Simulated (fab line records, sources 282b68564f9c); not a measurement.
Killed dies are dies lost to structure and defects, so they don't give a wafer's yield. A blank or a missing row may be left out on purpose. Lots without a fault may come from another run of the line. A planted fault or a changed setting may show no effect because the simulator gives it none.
Tool commonality check | flow rit_cmos | 14 lots, 42 wafers sampled

WHY IT WAS OPENED
At RIT_CONTACT_OVL_MEAS_09 the reading CONTACT_OVL is flagged on 2 of 14 lots. Wafers without a fault read 0.4 nm, standard deviation 1.7.
Rule: a lot is flagged when every wafer of it that has a number lies more than 4 standard deviations from that mean, or none has a number. The other lots count as sound.

lot  | measured    | on         | CONTACT_OVL (nm), wafer by wafer | flag
L763 | day 3 09:50 | overlay-02 | 0.5 1.0 0.8                      |
L764 | day 3 13:51 | overlay-02 | -2.0 0.3 -0.5                    |
L765 | day 3 22:56 | overlay-01 | -1.1 -0.1 -1.1                   |
L766 | day 4 02:13 | overlay-01 | 0.2 -0.1 0.5                     |
L768 | day 4 11:58 | overlay-02 | -1.8 -1.5 -1.5                   |
L771 | day 5 01:47 | overlay-02 | 1.8 1.8 0.6                      |
L772 | day 5 07:01 | overlay-02 | 0.5 2.2 1.2                      |
L773 | day 5 14:11 | overlay-01 | -0.2 -0.5 -1.2                   |
L775 | day 5 20:27 | overlay-01 | 130.9 130.8 131.4                | FLAGGED
L776 | day 6 02:44 | overlay-01 | -0.2 1.0 0.7                     |
L777 | day 6 07:34 | overlay-01 | 132.0 132.9 132.7                | FLAGGED
L778 | day 6 11:58 | overlay-01 | 0.4 -0.6 0.4                     |
L779 | day 6 16:30 | overlay-01 | 2.4 1.8 2.0                      |
L782 | day 7 08:13 | overlay-01 | 5.0 2.9 4.7                      |
The numbers of the flagged lots are 131.8 nm on average: +131.4 nm against the usual, or +77 standard deviations.

WHICH TOOL RAN EACH LOT
The record holds 1 process step before the reading, out of a route of 202 steps. In each cell: the tool, then ch and the chambers that the sampled wafers went through, then the start.
lot  | flag    | RIT_CONTACT_EXPOSE_05
L763 |         | iline_stepper-01 ch 0, day 3 09:12
L764 |         | iline_stepper-02 ch 0, day 3 13:13
L765 |         | iline_stepper-02 ch 0, day 3 22:17
L766 |         | iline_stepper-01 ch 0, day 4 01:37
L768 |         | iline_stepper-02 ch 0, day 4 11:22
L771 |         | iline_stepper-01 ch 0, day 5 01:11
L772 |         | iline_stepper-02 ch 0, day 5 06:23
L773 |         | iline_stepper-01 ch 0, day 5 13:32
L775 | FLAGGED | iline_stepper-02 ch 0, day 5 19:49
L776 |         | iline_stepper-01 ch 0, day 6 02:05
L777 | FLAGGED | iline_stepper-02 ch 0, day 6 06:52
L778 |         | iline_stepper-01 ch 0, day 6 11:20
L779 |         | iline_stepper-01 ch 0, day 6 15:53
L782 |         | iline_stepper-01 ch 0, day 7 07:33
What these steps do:
- RIT_CONTACT_EXPOSE_05: exposes mask M11, target cd 1000 nm.
- RIT_CONTACT_OVL_MEAS_09

FLAGGED OVER TOTAL, TOOL BY TOOL (the gauges that took the reading come last)
step                    | tool             | lots run | flagged | share of the flagged lots | sound lots run after its first flagged lot
RIT_CONTACT_EXPOSE_05   | iline_stepper-01 | 8        | 0       | none                      | -
RIT_CONTACT_EXPOSE_05   | iline_stepper-02 | 6        | 2       | all                       | 0
RIT_CONTACT_OVL_MEAS_09 | overlay-01       | 9        | 2       | all                       | 4 (L776,L778,L779,L782)
RIT_CONTACT_OVL_MEAS_09 | overlay-02       | 5        | 0       | none                      | -

WHAT THE TABLE ALLOWS
2 rows of the table ran every flagged lot: iline_stepper-02 at RIT_CONTACT_EXPOSE_05, overlay-01 at RIT_CONTACT_OVL_MEAS_09.
- iline_stepper-02 at RIT_CONTACT_EXPOSE_05: 2 of its 6 lots flagged. Its last sound lot is L772 (day 5 06:23), its first flagged lot L775 (day 5 19:49): a fault that began between those two fits.
- overlay-01 at RIT_CONTACT_OVL_MEAS_09: 2 of its 9 lots flagged. Sound lots ran on it after the first flagged one (L776, L778, L779, L782), which a lasting fault on the whole tool wouldn't allow.
One tool is left: iline_stepper-02 at RIT_CONTACT_EXPOSE_05.

WHAT THE SIMULATOR HAD PUT IN
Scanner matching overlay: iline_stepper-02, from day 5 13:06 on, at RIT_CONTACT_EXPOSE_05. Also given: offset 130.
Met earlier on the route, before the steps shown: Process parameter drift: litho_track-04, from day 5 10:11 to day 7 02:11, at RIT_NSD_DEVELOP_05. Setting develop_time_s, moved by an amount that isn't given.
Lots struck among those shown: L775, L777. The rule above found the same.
